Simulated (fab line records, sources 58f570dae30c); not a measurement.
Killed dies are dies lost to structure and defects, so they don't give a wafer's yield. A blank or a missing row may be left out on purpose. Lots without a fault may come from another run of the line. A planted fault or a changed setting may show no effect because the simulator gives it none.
Which tool did it? | flow berkeley_cmos170 | 15 lots, 45 wafers sampled, at 4 steps of a route of 331

WHAT THE GAUGES READ, wafer by wafer
UCB170_WELLDRIVE_THK_MEAS_02. Usual: WELLDRIVE_OXIDE_THK 200 nm, standard deviation 4.1.
lot  | measured    | on            | WELLDRIVE_OXIDE_THK (nm) | flag
L354 | day 4 13:09 | film_metro-03 | 200 198 196              |
L353 | day 4 13:10 | film_metro-02 | 202 203 201              |
L355 | day 4 19:39 | film_metro-03 | 198 201 197              |
L356 | day 4 19:39 | film_metro-04 | 194 197 194              |
L352 | day 4 19:40 | film_metro-02 | 194 196 199              |
L357 | day 4 19:44 | film_metro-04 | 196 198 198              |
L360 | day 5 22:05 | film_metro-03 | 200 199 198              |
L361 | day 6 04:16 | film_metro-03 | 198 201 196              |
L364 | day 6 08:05 | film_metro-04 | 193 198 197              |
L366 | day 7 03:24 | film_metro-02 | 207 207 204              |
L370 | day 7 11:26 | film_metro-04 | 207 203 204              |
L371 | day 7 16:42 | film_metro-04 | 198 200 196              |
L372 | day 7 16:43 | film_metro-03 | 210 205 209              |
L373 | day 8 10:06 | film_metro-02 | 203 202 199              |
L375 | day 8 10:07 | film_metro-03 | 202 199 203              |

UCB170_ACTIVE_THK_MEAS_03. Usual: ACTIVE_OXIDE_THK 26.6 nm, standard deviation 0.67.
lot  | measured    | on            | ACTIVE_OXIDE_THK (nm) | flag
L354 | day 5 08:10 | film_metro-04 | 26.4 26.8 27.1        |
L353 | day 5 08:11 | film_metro-03 | 26.3 26.1 26.4        |
L355 | day 5 13:31 | film_metro-03 | 26.4 26.3 25.8        |
L356 | day 5 13:31 | film_metro-04 | 26.3 26.2 26.1        |
L352 | day 5 13:35 | film_metro-04 | 25.5 25.8 26.0        |
L357 | day 5 13:32 | film_metro-01 | 26.7 26.5 26.4        |
L360 | day 6 06:14 | film_metro-01 | 27.2 26.8 27.0        |
L361 | day 6 15:57 | film_metro-03 | 27.7 28.1 28.4        |
L364 | day 6 15:58 | film_metro-01 | 27.8 27.5 27.8        |
L366 | day 7 14:58 | film_metro-03 | 26.3 26.3 26.7        |
L370 | day 7 23:16 | film_metro-04 | 26.1 26.2 26.2        |
L371 | day 8 02:40 | film_metro-03 | 26.6 26.5 26.5        |
L372 | day 8 02:41 | film_metro-01 | 26.7 26.3 26.8        |
L373 | day 8 19:33 | film_metro-03 | 26.2 26.4 26.5        |
L375 | day 8 19:37 | film_metro-03 | 27.1 27.1 27.1        |

UCB170_GATE_THK_MEAS_02. Usual: GATE_OXIDE_THK 6.64 nm, standard deviation 0.14.
lot  | measured     | on            | GATE_OXIDE_THK (nm) | flag
L354 | day 7 12:52  | film_metro-02 | 6.80 6.77 6.82      |
L353 | day 7 12:56  | film_metro-02 | 6.83 6.80 6.85      |
L355 | day 7 19:02  | film_metro-02 | 6.67 6.71 6.74      |
L356 | day 7 19:02  | film_metro-04 | 6.63 6.66 6.55      |
L352 | day 7 19:07  | film_metro-02 | 6.49 6.56 6.39      |
L357 | day 7 19:07  | film_metro-03 | 6.71 6.54 6.65      |
L360 | day 8 15:04  | film_metro-04 | 6.50 6.60 6.49      |
L361 | day 8 23:50  | film_metro-03 | 6.75 6.70 6.68      |
L364 | day 8 23:52  | film_metro-04 | 6.68 6.70 6.76      |
L366 | day 10 00:58 | film_metro-02 | 6.71 6.71 6.61      |
L370 | day 10 10:19 | film_metro-04 | 6.70 6.67 6.50      |
L371 | day 10 10:22 | film_metro-02 | 6.62 6.67 6.64      |
L372 | day 10 10:23 | film_metro-04 | 6.40 6.42 6.40      |
L373 | day 11 11:32 | film_metro-04 | 6.73 6.78 6.66      |
L375 | day 11 11:33 | film_metro-03 | 6.78 6.69 6.81      |

WHICH TOOL RAN EACH LOT (tool, then ch and the chambers of the sampled wafers, then the start)
lot  | UCB170_PVT_SOFTBAKE_02
L354 | litho_track-01 ch 0, day 7 03:49
L353 | litho_track-04 ch 0, day 7 04:41
L355 | litho_track-01 ch 0, day 7 11:05
L356 | litho_track-04 ch 0, day 7 10:49
L352 | litho_track-03 ch 0, day 7 11:07
L357 | litho_track-04 ch 0, day 7 11:19
L360 | litho_track-04 ch 0, day 8 09:43
L361 | litho_track-03 ch 0, day 8 16:07
L364 | litho_track-01 ch 0, day 8 15:47
L366 | litho_track-03 ch 0, day 9 16:38
L370 | litho_track-01 ch 0, day 10 03:31
L371 | litho_track-01 ch 0, day 10 06:41
L372 | litho_track-03 ch 0, day 10 07:05
L373 | litho_track-03 ch 0, day 11 07:53
L375 | litho_track-03 ch 0, day 11 04:43
- UCB170_PVT_SOFTBAKE_02: time 60 s.

WHAT THE TOOLS THEMSELVES READ (means of the sampled wafers that have a number; where no wafer has one, the mark that the record gives instead)
UCB170_PVT_SOFTBAKE_02. Usual: heater_power_total_W 56.80 W, standard deviation 0.04; run_length_s 89.04 s, standard deviation 0.18.
lot  | tool           | heater_power_total_W (W) | run_length_s (s) | flag
L354 | litho_track-01 | 56.80                    | 89.12            |
L353 | litho_track-04 | 56.79                    | 89.21            |
L355 | litho_track-01 | 56.82                    | 88.99            |
L356 | litho_track-04 | 62.21                    | 73.05            | OFF
L352 | litho_track-03 | 56.81                    | 88.84            |
L357 | litho_track-04 | 62.20                    | 73.08            | OFF
L360 | litho_track-04 | 62.13                    | 73.17            | OFF
L361 | litho_track-03 | 56.76                    | 88.92            |
L364 | litho_track-01 | 56.81                    | 89.11            |
L366 | litho_track-03 | 56.80                    | 89.00            |
L370 | litho_track-01 | 56.80                    | 89.04            |
L371 | litho_track-01 | 56.82                    | 89.01            |
L372 | litho_track-03 | 56.79                    | 88.80            |
L373 | litho_track-03 | 56.80                    | 88.91            |
L375 | litho_track-03 | 56.79                    | 88.87            |

THE ANSWER, worked out from the rows above alone
Rule: a lot is off if the mean of its wafers that have a number lies more than 3 standard deviations from the usual mean. A lot without any number at a reading at which 4 lots or more have one is off too. The other lots that the step has rows for count as sound. The gauges are gone through in route order, then the tools' own readings, and for those a lot's mean is taken as printed above. The first step at which some lot is off is used, and at that step the reading that is off furthest; a lot without a number counts as furthest.
Off: L356, L357, L360, at UCB170_PVT_SOFTBAKE_02 (heater_power_total_W).
A tool fits if, at that step or a process step before it, it ran every lot that is off, and no sound lot after the first of them. One fits: litho_track-04 at UCB170_PVT_SOFTBAKE_02. Its last sound lot is L353 (day 7 04:41), its first lot that is off L356 (day 7 10:49): a fault that began between those two fits.
The tool's own readings at UCB170_PVT_SOFTBAKE_02 bear it out: on the lots that are off they differ by more than 5 times the standard deviation of the sound lots' means. heater_power_total_W reads 62.18 W there against 56.80 W on the sound lots; run_length_s reads 73.10 s there against 88.98 s on the sound lots.

WHAT THE SIMULATOR HAD PUT IN
Process parameter drift: litho_track-04, from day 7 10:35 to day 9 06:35, at UCB170_PVT_SOFTBAKE_02. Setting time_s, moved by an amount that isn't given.
Lots struck among those shown: L356, L357, L360. The rule above found the same.
